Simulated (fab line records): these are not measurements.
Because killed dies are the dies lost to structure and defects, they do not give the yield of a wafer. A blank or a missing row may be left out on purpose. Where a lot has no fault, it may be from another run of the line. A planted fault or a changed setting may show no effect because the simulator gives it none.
The tool behind it: which one? -- flow rit-cmos -- 6 lots, 18 wafers sampled, at 2 steps of a route of 202

## WHAT THE GAUGES SHOWED, per wafer
RIT_ACTIVE_THK_MEAS_04.
lot,measured,on,ACTIVE_NITRIDE_THK (nm)
L361,day 1 18:44,film-metro-04,150.9 151.6 150.6
L363,day 2 05:04,film-metro-03,151.5 152.6 151.6
L366,day 2 20:41,film-metro-04,148.0 148.4 149.2
L370,day 3 16:58,film-metro-03,151.9 152.2 152.3
L374,day 4 14:12,film-metro-04,149.6 149.0 149.6
L377,day 5 04:01,film-metro-03,195.8 195.3 195.5

## TOOL THAT RAN EACH LOT (tool first, then ch and the chambers of the sampled wafers, then the start)
lot,RIT_ACTIVE_CVD_03
L361,"lpcvd-02 ch 0, day 1 17:19"
L363,"lpcvd-02 ch 0, day 2 03:39"
L366,"lpcvd-01 ch 1, day 2 19:17"
L370,"lpcvd-02 ch 0, day 3 15:33"
L374,"lpcvd-02 ch 0, day 4 12:47"
L377,"lpcvd-02 ch 0, day 5 02:35"
- RIT_ACTIVE_CVD_03: deposits Si3N4 from SiH2Cl2/NH3, target thk 150 nm, time 1500 s.

## THE ANSWER, worked out from the rows above alone
Rule: what is usual is taken from the lots themselves. The widest of any qualifying gaps counts: lots, ordered by their means at a reading, are off when they make up no more than a third of the lots, leave a main group of 4 or more, and stand apart from it by 3 or more times the standard deviation of that group's means. A main group whose means are all the same, to the digits that the tables above print for the reading, isn't used. A lot without any number at a reading at which 4 lots or more have one is off too. Where the step has rows for the other lots, those lots are counted as sound.
Off: at RIT_ACTIVE_THK_MEAS_04 (ACTIVE_NITRIDE_THK), L377. For the main group the mean is 150.6 nm and the standard deviation 1.4.
A tool fits if, at a process step before that reading, it ran every lot that is off, and no sound lot after the first of them. Gauges at RIT_ACTIVE_THK_MEAS_04: tried the same way as those tools. Undecided on this evidence; 2 tools fit (lpcvd-02 at RIT_ACTIVE_CVD_03, film-metro-03 at RIT_ACTIVE_THK_MEAS_04).

## WHAT THE SIMULATOR PUT IN
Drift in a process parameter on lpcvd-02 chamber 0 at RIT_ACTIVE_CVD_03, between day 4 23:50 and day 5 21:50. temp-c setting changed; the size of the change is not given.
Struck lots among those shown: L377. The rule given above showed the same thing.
